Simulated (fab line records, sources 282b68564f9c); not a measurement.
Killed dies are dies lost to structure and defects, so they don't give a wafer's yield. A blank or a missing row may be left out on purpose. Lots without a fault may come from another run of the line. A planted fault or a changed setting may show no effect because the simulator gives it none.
Which tool did it? | flow rit_cmos | 7 lots, 21 wafers sampled, at 2 steps of a route of 202

WHAT THE GAUGES READ, wafer by wafer
RIT_FOX1_THK_MEAS_01.
lot  | measured    | on            | FOX1_OXIDE_THK (nm)
L234 | day 2 04:01 | film_metro-04 | 352 362 359
L239 | day 3 04:52 | film_metro-01 | 339 344 344
L241 | day 3 15:12 | film_metro-04 | 330 328 335
L243 | day 4 00:02 | film_metro-02 | 351 347 347
L245 | day 4 09:50 | film_metro-04 | 350 356 351
L248 | day 5 00:52 | film_metro-01 | 310 310 312
L252 | day 5 20:56 | film_metro-01 | 345 340 352

WHICH TOOL RAN EACH LOT (tool, then ch and the chambers of the sampled wafers, then the start)
lot  | RIT_FOX1_OXIDATION_00
L234 | furnace-02 ch 0, day 2 02:41
L239 | furnace-01 ch 0, day 3 03:31
L241 | furnace-01 ch 0, day 3 13:52
L243 | furnace-03 ch 0, day 3 22:43
L245 | furnace-03 ch 0, day 4 08:31
L248 | furnace-02 ch 0, day 4 23:32
L252 | furnace-01 ch 0, day 5 19:38
- RIT_FOX1_OXIDATION_00: target thk 350.7 nm, ox time 1130 s.

THE ANSWER, worked out from the rows above alone
Rule: what is usual is taken from the lots themselves. Put in order of their means at a reading, lots are off if they are a third of the lots or fewer, leave a main group of 4 or more, and stand apart from it by a gap of 3 or more times the standard deviation of the main group's means; of several such gaps the widest counts. A main group whose means are all the same, to the digits that the tables above print for the reading, isn't used. A lot without any number at a reading at which 4 lots or more have one is off too. The other lots that the step has rows for count as sound.
No lot is off at any reading shown: from this, nothing can be told.

WHAT THE SIMULATOR HAD PUT IN
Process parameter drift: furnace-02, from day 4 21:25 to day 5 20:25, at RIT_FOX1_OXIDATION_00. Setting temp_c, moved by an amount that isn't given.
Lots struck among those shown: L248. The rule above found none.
